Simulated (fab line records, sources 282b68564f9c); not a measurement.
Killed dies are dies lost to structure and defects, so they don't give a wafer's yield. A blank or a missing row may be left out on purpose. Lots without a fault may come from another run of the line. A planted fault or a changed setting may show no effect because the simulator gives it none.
Which tool did it? | flow rit_cmos | 6 lots, 18 wafers sampled, at 2 steps of a route of 202

WHAT THE GAUGES READ, wafer by wafer
RIT_ACTIVE_THK_MEAS_04.
lot  | measured    | on            | ACTIVE_NITRIDE_THK (nm)
L376 | day 2 02:41 | film_metro-02 | 148.9 149.8 149.9
L379 | day 2 17:48 | film_metro-03 | 150.5 148.6 150.8
L382 | day 3 06:14 | film_metro-03 | 150.5 151.0 150.9
L384 | day 3 15:47 | film_metro-03 | 147.9 147.3 148.0
L386 | day 4 01:35 | film_metro-03 | 150.2 149.1 149.3
L388 | day 4 12:19 | film_metro-03 | 101.8 102.7 102.6

WHICH TOOL RAN EACH LOT (tool, then ch and the chambers of the sampled wafers, then the start)
lot  | RIT_ACTIVE_CVD_03
L376 | lpcvd-01 ch 1, day 2 01:16
L379 | lpcvd-02 ch 1, day 2 16:22
L382 | lpcvd-02 ch 0, day 3 04:49
L384 | lpcvd-01 ch 0, day 3 14:20
L386 | lpcvd-01 ch 1, day 4 00:10
L388 | lpcvd-01 ch 0, day 4 10:55
- RIT_ACTIVE_CVD_03: deposits Si3N4 from SiH2Cl2/NH3, target thk 150 nm, time 1500 s.

THE ANSWER, worked out from the rows above alone
Rule: what is usual is taken from the lots themselves. Put in order of their means at a reading, lots are off if they are a third of the lots or fewer, leave a main group of 4 or more, and stand apart from it by a gap of 3 or more times the standard deviation of the main group's means; of several such gaps the widest counts. A main group whose means are all the same, to the digits that the tables above print for the reading, isn't used. A lot without any number at a reading at which 4 lots or more have one is off too. The other lots that the step has rows for count as sound.
Off: L388, at RIT_ACTIVE_THK_MEAS_04 (ACTIVE_NITRIDE_THK). The main group: mean 149.5 nm, standard deviation 1.
A tool fits if, at a process step before that reading, it ran every lot that is off, and no sound lot after the first of them. The gauges at RIT_ACTIVE_THK_MEAS_04 are tried like those tools. Can't be told from this: 2 tools fit, lpcvd-01 at RIT_ACTIVE_CVD_03, film_metro-03 at RIT_ACTIVE_THK_MEAS_04.

WHAT THE SIMULATOR HAD PUT IN
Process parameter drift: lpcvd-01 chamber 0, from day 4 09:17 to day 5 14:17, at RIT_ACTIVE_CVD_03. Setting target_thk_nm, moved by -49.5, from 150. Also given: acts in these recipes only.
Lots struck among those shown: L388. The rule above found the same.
